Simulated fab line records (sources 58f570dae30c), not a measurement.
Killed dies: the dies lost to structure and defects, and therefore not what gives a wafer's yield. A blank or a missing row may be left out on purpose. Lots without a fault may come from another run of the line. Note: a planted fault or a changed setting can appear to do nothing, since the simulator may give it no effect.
Which tool is to blame? || flow berkeley-cmos170 || Sampling: 7 lots, 21 wafers, 3 of 331 route steps

== WHAT THE GAUGES SHOWED, per wafer ==
UCB170_PLDD_CD_MEAS_06: the cd target is 1200 nm.
{"lot": "L493", "measured": "day 8 09:43", "on": "cd-sem-01", "cd-nm (nm)": "1200.2 1201.0 1200.8"}
{"lot": "L492", "measured": "day 8 09:15", "on": "cd-sem-02", "cd-nm (nm)": "1197.6 1197.7 1198.9"}
{"lot": "L501", "measured": "day 9 17:59", "on": "cd-sem-02", "cd-nm (nm)": "1200.7 1200.7 1201.0"}
{"lot": "L506", "measured": "day 11 01:54", "on": "cd-sem-02", "cd-nm (nm)": "1201.7 1201.3 1202.0"}
{"lot": "L508", "measured": "day 11 09:36", "on": "cd-sem-01", "cd-nm (nm)": "1197.2 1197.5 1198.4"}
{"lot": "L511", "measured": "day 12 00:23", "on": "cd-sem-02", "cd-nm (nm)": "1200.2 1200.6 1200.9"}
{"lot": "L513", "measured": "day 12 10:12", "on": "cd-sem-01", "cd-nm (nm)": "1199.4 1199.4 1200.0"}

== WHAT TOOL EACH LOT RAN ON (gives the tool, then ch and the chambers of the sampled wafers, and finally the start) ==
{"lot": "L493", "UCB170_NWELL_ETCH_13": "rie-diel-02 ch 0,2,3, day 3 05:11", "UCB170_NWELL_STRIP_15": "plasma-asher-02 ch 0,1, day 3 05:26"}
{"lot": "L492", "UCB170_NWELL_ETCH_13": "rie-diel-01 ch 0,1,3, day 3 05:14", "UCB170_NWELL_STRIP_15": "plasma-asher-03 ch 0,1, day 3 05:29"}
{"lot": "L501", "UCB170_NWELL_ETCH_13": "rie-diel-02 ch 0,1, day 4 21:28", "UCB170_NWELL_STRIP_15": "plasma-asher-02 ch 0,1, day 4 21:45"}
{"lot": "L506", "UCB170_NWELL_ETCH_13": "rie-diel-04 ch 1,2,3, day 5 20:41", "UCB170_NWELL_STRIP_15": "plasma-asher-02 ch 0,1, day 5 20:56"}
{"lot": "L508", "UCB170_NWELL_ETCH_13": "rie-diel-04 ch 1,2,3, day 6 13:11", "UCB170_NWELL_STRIP_15": "plasma-asher-03 ch 0,1, day 6 13:26"}
{"lot": "L511", "UCB170_NWELL_ETCH_13": "rie-diel-02 ch 0,2, day 6 20:11", "UCB170_NWELL_STRIP_15": "plasma-asher-04 ch 0,1, day 6 20:27"}
{"lot": "L513", "UCB170_NWELL_ETCH_13": "rie-diel-04 ch 1,2,3, day 7 08:26", "UCB170_NWELL_STRIP_15": "plasma-asher-04 ch 0,1, day 7 08:41"}
- UCB170_NWELL_ETCH_13: etches Si3N4 in CH3F/Ar/O2, stops on SiO2, target depth 246.4 nm, time 154 s.
- UCB170_NWELL_STRIP_15: strips in O2.

== THE ANSWER, worked out from the rows above alone ==
Rule: usual is defined by the lots themselves. The widest of any qualifying gaps counts: lots, ordered by their means at a reading, are off when they make up no more than a third of the lots, leave a main group of 4 or more, and stand apart from it by 3 or more times the standard deviation of that group's means. Not used: any main group whose means are identical at the precision the tables above print for the reading. A lot without any number at a reading at which 4 lots or more have one is off too. All remaining lots with rows at the step are treated as sound.
Across all readings shown, no lot is off: no conclusion can be drawn from this.

== WHAT THE SIMULATOR HAD INSERTED ==
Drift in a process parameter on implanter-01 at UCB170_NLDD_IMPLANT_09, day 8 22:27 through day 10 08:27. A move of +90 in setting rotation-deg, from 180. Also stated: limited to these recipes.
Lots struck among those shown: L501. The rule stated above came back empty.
